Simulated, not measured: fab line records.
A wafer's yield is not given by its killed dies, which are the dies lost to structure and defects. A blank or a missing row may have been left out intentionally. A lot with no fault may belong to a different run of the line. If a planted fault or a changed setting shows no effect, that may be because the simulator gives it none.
fab line records ; flow berkeleyCmos170
[record] lots = 6; wafers = 18; lastDay = 11
route steps=331 shown M1@238
lots with no fault: from the same line, run without faults
startH: hours from the record's opening day to when the first of the lot's shown wafers began ; waitH: how many hours have passed since the lot's step before this one ; " as in the row above ; L1.1+2: a row that stands for several wafers ; - either no value or no given start ; * or withheld: withheld ; < > ~ a bound
route shown NAME@n: NAME is a module with steps in the file, n the number in the route of the first one ; usual: mean/standard deviation taken from wafers without a fault ; same: alike in all rows ; chamber/n: place in a boat ; sites: per-site readings ; _std_site: how widely they spread, as a standard deviation ; _edge_site: mean of outer sites minus mean of inner sites ; radiusMm: how far each site lies from the wafer's centre ; mask NAME#n: copy n ; behind: the most recent tool/chamber to have shaped the wafer ; hold: why the lot was held/for how many hours/how that ended ; device: the transistor (n, p or np) that didn't switch ; end of line: the tests these same wafers got at the end of their route ; step lacking rows: just its recipe ; killed: at the first sort, the dies lost to defects and structure; wafer yield is something else ; map: the dies of a wafer, with x for killed, . for not killed, _ for no die there
set.NAME: the setting as run; set.NAME@STEP: as run at that earlier step ; model.NAME: the simulator's own value behind a step, which no gauge read
a table for each step, a row for each wafer; lots at some steps of the route
services: a tool's chamber out of use, with start hour (startH, from the record's first day; less than 0 if before it), hours out, and reason
[[steps]]
[step UCB170_M1_SPUTTER_00]
[recipe] material = Al; targetThkNm = 600; timeS = 80; powerW = 6000; chamberPressurePa = 0.5
[usual] throttleValvePct = 30.0/1.3
lot.wafer;tool;chamber;startH;waitH;throttleValvePct
L281.1;pvdSputter-01;-;143.07;0.0;28.6
L281.2;pvdSputter-01;-;143.07;0.0;29.9
L281.6;pvdSputter-01;-;143.07;0.0;29.8
L289.1;pvdSputter-04;-;179.12;0.0;27.3
L289.3;pvdSputter-04;-;179.12;0.0;31.1
L289.4;pvdSputter-04;-;179.12;0.0;30.8
L291.2;pvdSputter-04;-;188.86;0.0;30.9
L291.3;pvdSputter-04;-;188.86;0.0;30.6
L291.5;pvdSputter-04;-;188.86;0.0;30.9
L297.3;pvdSputter-01;-;220.06;0.0;28.4
L297.5;pvdSputter-01;-;220.06;0.0;28.2
L297.6;pvdSputter-01;-;220.06;0.0;30.0
L298.1;pvdSputter-04;-;231.36;0.0;29.9
L298.2;pvdSputter-04;-;231.36;0.0;31.0
L298.4;pvdSputter-04;-;231.36;0.0;30.8
L299.1;pvdSputter-04;-;241.15;0.0;30.6
L299.3;pvdSputter-04;-;241.15;0.0;29.9
L299.5;pvdSputter-04;-;241.15;0.0;27.3
[step UCB170_M1_RS_MEAS_01]
[recipe] thkMeasGauge = four-point-probe; reads = Al_of_M1_SPUTTER_00
[usual] M1_AL_RS = 0.0485/0.00047
lot.wafer;tool;chamber;startH;waitH;M1_AL_RS[ohm/sq]
L281.1;filmMetro-03;-;143.13;0.0;0.0487
L281.2;filmMetro-03;-;143.13;0.0;0.0489
L281.6;filmMetro-03;-;143.13;0.0;0.0490
L289.1;filmMetro-03;-;179.19;0.0;0.0479
L289.3;filmMetro-03;-;179.19;0.0;0.0484
L289.4;filmMetro-03;-;179.19;0.0;0.0475
L291.2;filmMetro-01;-;188.94;0.1;0.0486
L291.3;filmMetro-01;-;188.94;0.1;0.0488
L291.5;filmMetro-01;-;188.94;0.1;0.0483
L297.3;filmMetro-01;-;220.16;0.1;0.0488
L297.5;filmMetro-01;-;220.16;0.1;0.0490
L297.6;filmMetro-01;-;220.16;0.1;0.0492
L298.1;filmMetro-03;-;231.42;0.0;0.0482
L298.2;filmMetro-03;-;231.42;0.0;0.0491
L298.4;filmMetro-03;-;231.42;0.0;0.0485
L299.1;filmMetro-04;-;241.21;0.0;0.0481
L299.3;filmMetro-04;-;241.21;0.0;0.0477
L299.5;filmMetro-04;-;241.21;0.0;0.0478
[step UCB170_M1_THK_MEAS_02]
[recipe] thkMeasGauge = xrf; reads = Al_of_M1_SPUTTER_00
[usual] M1_AL_THK = 609/6.9
lot.wafer;tool;chamber;startH;waitH;M1_AL_THK[nm]
L281.1;filmMetro-03;-;143.25;0.1;604
L281.2;filmMetro-03;-;143.25;0.1;601
L281.6;filmMetro-03;-;143.25;0.1;600
L289.1;filmMetro-03;-;179.31;0.1;613
L289.3;filmMetro-03;-;179.31;0.1;608
L289.4;filmMetro-03;-;179.31;0.1;621
L291.2;filmMetro-01;-;189.05;0.1;612
L291.3;filmMetro-01;-;189.05;0.1;607
L291.5;filmMetro-01;-;189.05;0.1;610
L297.3;filmMetro-01;-;220.26;0.1;602
L297.5;filmMetro-01;-;220.26;0.1;601
L297.6;filmMetro-01;-;220.26;0.1;595
L298.1;filmMetro-03;-;231.54;0.1;609
L298.2;filmMetro-03;-;231.54;0.1;598
L298.4;filmMetro-03;-;231.54;0.1;603
L299.1;filmMetro-04;-;241.33;0.1;616
L299.3;filmMetro-04;-;241.33;0.1;619
L299.5;filmMetro-04;-;241.33;0.1;621
[step UCB170_M1_COAT_03]
[recipe] resist = BARC; tempC = withheld; timeS = withheld; spinRpm = 3000; resistThkNm = withheld
[step UCB170_M1_COAT_04]
[recipe] resist = KrF; spinRpm = 1500; resistThkNm = 900
[step UCB170_M1_SOFTBAKE_05]
[recipe] resist = KrF; tempC = 130; timeS = 60
[step UCB170_M1_EXPOSE_06]
[recipe] maskId = METAL1; targetCdNm = 700; na = 0.5; sigmaOuter = 0.6; sourceShape = conventional; doseMj = 21
[step UCB170_M1_PEB_07]
[recipe] pebTempC = 130; pebTimeS = withheld; resist = KrF
[step UCB170_M1_DEVELOP_08]
[recipe] developer = TMAH; developTimeS = 45; resist = KrF; devTempC = 21
[step UCB170_M1_CD_MEAS_09]
[recipe] targetCdNm = 700
[usual] cdNm = 700.5/1.3
lot.wafer;tool;chamber;startH;waitH;cdNm
L281.1;cdSem-02;-;144.32;-;701.9
L281.2;cdSem-02;-;144.32;-;701.5
L281.6;cdSem-02;-;144.32;-;701.8
L289.1;cdSem-02;-;180.21;-;699.9
L289.3;cdSem-02;-;180.21;-;699.7
L289.4;cdSem-02;-;180.21;-;701.2
L291.2;cdSem-02;-;190.10;-;701.4
L291.3;cdSem-02;-;190.10;-;701.5
L291.5;cdSem-02;-;190.10;-;702.3
L297.3;cdSem-02;-;221.31;-;700.6
L297.5;cdSem-02;-;221.31;-;699.3
L297.6;cdSem-02;-;221.31;-;700.9
L298.1;cdSem-02;-;232.95;-;700.9
L298.2;cdSem-02;-;232.95;-;700.8
L298.4;cdSem-02;-;232.95;-;700.9
L299.1;cdSem-01;-;242.36;-;701.0
L299.3;cdSem-01;-;242.36;-;701.1
L299.5;cdSem-01;-;242.36;-;700.6
[step UCB170_M1_OVL_MEAS_10]
[usual] M1_OVL = -3/5.3
lot.wafer;tool;chamber;startH;waitH;M1_OVL[nm]
L281.1;overlay-01;-;144.44;0.1;-10
L281.2;overlay-01;-;144.44;0.1;-8
L281.6;overlay-01;-;144.44;0.1;-10
L289.1;overlay-02;-;180.33;0.1;-8
L289.3;overlay-02;-;180.33;0.1;-1
L289.4;overlay-02;-;180.33;0.1;-1
L291.2;overlay-02;-;190.21;0.1;1
L291.3;overlay-02;-;190.21;0.1;-6
L291.5;overlay-02;-;190.21;0.1;-2
L297.3;overlay-02;-;221.40;0.1;-7
L297.5;overlay-02;-;221.40;0.1;7
L297.6;overlay-02;-;221.40;0.1;0
L298.1;overlay-02;-;233.07;0.1;-10
L298.2;overlay-02;-;233.07;0.1;-4
L298.4;overlay-02;-;233.07;0.1;-1
L299.1;overlay-02;-;242.48;0.1;-5
L299.3;overlay-02;-;242.48;0.1;4
L299.5;overlay-02;-;242.48;0.1;2
[step UCB170_M1_ETCH_11]
[recipe] chemistry = N2/H2; targetDepthA = withheld; overetchA = withheld; target = BARC; timeS = withheld; sourceW = 500; biasW = 100; pressureMtorr = 30; n2FlowSccm = 100; h2FlowSccm = 200
[usual] biasW = 100.0/0.33; chamberPressureMTorr = 30.000/0.027; drypumpMotorCurrentA = 5.7/0.56; oesProductAu = 0.997/0.016; throttleValvePct = 13.33/0.14
lot.wafer;tool;chamber;startH;waitH;biasW;chamberPressureMTorr;drypumpMotorCurrentA;oesProductAu;throttleValvePct
L281.1;rieDiel-04;1;144.48;0.0;99.7;30.008;5.8;1.000;13.40
L281.2;rieDiel-04;0;144.48;0.0;100.3;29.987;6.2;0.998;13.18
L281.6;rieDiel-04;3;144.48;0.0;100.1;29.983;6.3;1.014;13.32
L289.1;rieDiel-01;0;180.36;0.0;99.6;29.986;5.2;0.969;13.32
L289.3;rieDiel-01;1;180.36;0.0;99.8;30.022;6.7;1.018;13.16
L289.4;rieDiel-01;2;180.36;0.0;100.4;30.040;5.3;0.997;13.20
L291.2;rieDiel-03;3;190.24;0.0;99.3;30.019;4.8;1.021;13.27
L291.3;rieDiel-03;0;190.24;0.0;100.5;29.983;5.1;1.002;13.13
L291.5;rieDiel-03;0;190.24;0.0;99.8;30.003;5.1;1.016;13.13
L297.3;rieDiel-03;3;221.42;0.0;99.9;30.016;4.9;1.012;13.28
L297.5;rieDiel-03;0;221.42;0.0;99.9;30.019;5.1;1.000;13.13
L297.6;rieDiel-03;3;221.42;0.0;100.8;30.005;4.9;0.995;13.27
L298.1;rieDiel-01;1;233.11;0.0;100.1;29.974;6.7;1.017;13.17
L298.2;rieDiel-01;3;233.11;0.0;100.0;30.025;5.2;0.999;13.51
L298.4;rieDiel-01;0;233.11;0.0;99.6;29.953;5.3;0.975;13.34
L299.1;rieDiel-03;3;242.51;0.0;100.3;30.001;4.8;1.009;13.28
L299.3;rieDiel-03;0;242.51;0.0;100.1;30.008;5.1;1.002;13.11
L299.5;rieDiel-03;3;242.51;0.0;100.3;29.983;4.8;0.996;13.27
[step UCB170_M1_METAL_ETCH_12]
[recipe] chemistry = Cl2/BCl3; target = Al; stopOn = PSG; pressureMtorr = 12; targetDepthA = 7800; overEtchFrac = 0.3; timeS = 130; icpW = 600; biasW = 120; Cl2_flow_sccm = 90; bcl3FlowSccm = 45
[usual] bcl3FlowSccm = 45.00/0.12; biasW = 120.1/0.4; drypumpMotorCurrentA = 5.8/0.57; oesProductAu = 0.859/0.014; throttleValvePct = 24.19/0.11
lot.wafer;tool;chamber;startH;waitH;bcl3FlowSccm;biasW;drypumpMotorCurrentA;oesProductAu;rfHoursCounterH;throttleValvePct;model.KrF_of_M1_COAT_04.thkNm;model.PSG_of_CONTACT_CVD_01.thkNm
L281.1;rieMetal-03;1;144.52;-;45.03;120.1;6.0;0.882;4.1;24.10;435.8;666.1
L281.2;rieMetal-03;0;144.52;-;45.12;120.3;6.1;0.844;8.6;24.08;433.1;660.2
L281.6;rieMetal-03;1;144.52;-;44.82;120.3;6.1;0.869;-;24.10;433.2;662.2
L289.1;rieMetal-02;1;180.41;-;-;-;-;-;-;-;886.5;683.6
L289.3;rieMetal-02;0;180.41;-;-;-;-;-;-;-;888.9;675.9
L289.4;rieMetal-02;1;180.41;-;-;-;-;-;-;-;886.8;676.8
L291.2;rieMetal-01;0;190.28;-;-;-;-;-;-;-;886.4;698
L291.3;rieMetal-01;0;190.28;-;-;-;-;-;-;-;886.2;698.5
L291.5;rieMetal-01;0;190.28;-;-;-;-;-;-;-;884.2;697.5
L297.3;rieMetal-02;1;221.51;-;44.78;120.2;4.9;0.860;-;24.32;429.6;666.9
L297.5;rieMetal-02;0;221.51;-;45.05;120.3;6.3;0.846;-;24.26;445.7;661.2
L297.6;rieMetal-02;1;221.51;-;44.93;120.3;4.9;0.849;-;24.32;427.9;663.9
L298.1;rieMetal-03;1;233.15;-;45.07;119.9;6.0;0.876;6.3;24.07;430.3;660
L298.2;rieMetal-03;0;233.15;-;44.80;120.0;6.1;0.849;10.8;24.09;430.1;660.8
L298.4;rieMetal-03;0;233.15;-;44.97;120.1;6.1;0.862;-;24.09;427.8;663.1
L299.1;rieMetal-02;0;242.56;-;45.01;119.8;6.4;0.856;6.9;24.24;446.5;663.7
L299.3;rieMetal-02;0;242.56;-;44.99;119.2;6.4;0.854;-;24.24;449.4;664.4
L299.5;rieMetal-02;1;242.56;-;45.02;119.7;4.9;0.861;-;24.33;440.9;668.4
[step UCB170_M1_STRIP_13]
[recipe] chemistry = O2; powerW = 400; pressureMtorr = 3500; platenTempC = withheld; o2FlowSccm = 400; overashFraction = 0.5
[usual] drypumpMotorCurrentA = 5.55/0.18; oesProductAu = 0.720/0.0046
lot.wafer;tool;chamber;startH;waitH;drypumpMotorCurrentA;oesProductAu;rfHoursCounterH
L281.1;plasmaAsher-03;1;144.65;0.1;5.53;0.723;39
L281.2;plasmaAsher-03;0;144.65;0.1;5.61;0.718;39
L281.6;plasmaAsher-03;0;144.65;0.1;5.60;0.731;-
L289.1;plasmaAsher-03;1;180.54;0.1;5.51;0.733;43
L289.3;plasmaAsher-03;1;180.54;0.1;5.53;0.723;-
L289.4;plasmaAsher-03;0;180.54;0.1;5.62;0.727;-
L291.2;plasmaAsher-01;1;190.41;0.1;5.62;0.728;9
L291.3;plasmaAsher-01;1;190.41;0.1;5.64;0.723;-
L291.5;plasmaAsher-01;0;190.41;0.1;5.67;0.730;-
L297.3;plasmaAsher-01;1;221.63;0.1;5.60;0.727;-
L297.5;plasmaAsher-01;0;221.63;0.1;5.63;0.715;-
L297.6;plasmaAsher-01;1;221.63;0.1;5.60;0.720;-
L298.1;plasmaAsher-03;0;233.28;0.1;5.58;0.717;48
L298.2;plasmaAsher-03;1;233.28;0.1;5.56;0.722;48
L298.4;plasmaAsher-03;1;233.28;0.1;5.55;0.721;-
L299.1;plasmaAsher-02;0;242.73;0.1;5.76;0.719;53
L299.3;plasmaAsher-02;0;242.73;0.1;5.75;0.720;-
L299.5;plasmaAsher-02;0;242.73;0.1;5.74;0.715;-
[step UCB170_M1_CD_MEAS_90]
[recipe] targetCdNm = 700
[usual] cdNm = 700.7/2.3
lot.wafer;tool;chamber;startH;waitH;cdNm
L281.1;cdSem-01;-;144.75;0.1;704.2
L281.2;cdSem-01;-;144.75;0.1;699.0
L281.6;cdSem-01;-;144.75;0.1;701.1
L289.1;cdSem-01;-;180.64;0.1;-
L289.3;cdSem-01;-;180.64;0.1;-
L289.4;cdSem-01;-;180.64;0.1;-
L291.2;cdSem-02;-;190.53;0.1;-
L291.3;cdSem-02;-;190.53;0.1;-
L291.5;cdSem-02;-;190.53;0.1;-
L297.3;cdSem-01;-;221.74;0.1;701.2
L297.5;cdSem-01;-;221.74;0.1;702.2
L297.6;cdSem-01;-;221.74;0.1;700.5
L298.1;cdSem-02;-;233.38;0.1;700.1
L298.2;cdSem-02;-;233.38;0.1;698.9
L298.4;cdSem-02;-;233.38;0.1;700.8
L299.1;cdSem-02;-;242.91;0.1;700.4
L299.3;cdSem-02;-;242.91;0.1;703.3
L299.5;cdSem-02;-;242.91;0.1;701.9
[step UCB170_M1_ANNEAL_14]
[recipe] tempC = 400; timeS = 1200; ambient = formingGas
[[services]]
tool;chamber;startH;hours;kind
pvdSputter-04;-;120.53;2.7;repair
rieMetal-03;-;121.68;1.7;repair
rieDiel-03;0;128.71;12.0;repair
rieDiel-04;2;135.17;3.6;repair
plasmaAsher-02;-;143.11;0.6;repair
pvdSputter-01;-;144.05;1.3;repair
rieDiel-04;3;156.15;16.7;repair
rieDiel-04;0;161.49;2.4;repair
rieDiel-03;1;165.41;8.2;repair
rieDiel-03;0;167.75;7.6;repair
rieDiel-03;1;175.39;-;clean
rieDiel-03;1;175.39;19.2;scheduledDown
rieDiel-03;1;175.39;19.2;ventCycle
rieDiel-04;2;177.69;3.3;repair
pvdSputter-01;-;177.75;2.2;repair
pvdSputter-01;3;204.91;-;consumableReplace:kit
pvdSputter-01;3;204.91;18.0;scheduledDown
pvdSputter-01;3;204.91;18.0;ventCycle
rieDiel-01;2;228.55;4.9;repair
[[key]]
[firstSign] step = UCB170_M1_METAL_ETCH_12; reading = toolRecord; direction = missing
[effect] step = UCB170_M1_CD_MEAS_90; reading = cdNm; direction = missing
[modelEffect] step = UCB170_M1_METAL_ETCH_12; value = KrF_of_M1_COAT_04.thkNm; without = 428.6; struck = 886.5
metAt UCB170_M1_METAL_ETCH_12
struckWafers L289.1,L289.3,L289.4,L291.2,L291.3,L291.5
laterRowsLeftOut L289.1,L289.3,L289.4,L291.2,L291.3,L291.5
sortLeftOut L289.1,L289.3,L289.4,L291.2,L291.3,L291.5
[fault] kind = skippedStepWhole; tool = rieMetal-01,rieMetal-02; chamber = -; onsetH = 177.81; steps = UCB170_M1_METAL_ETCH_12; scope = struckLotsOnly
// sortLeftOut: the simulated sort isn't trusted on such a fault, so these wafers' sort isn't shown, and their yield isn't known
// laterRowsLeftOut: the simulator's readings of these wafers behind a module that went badly wrong aren't trusted and aren't shown, but for the sort
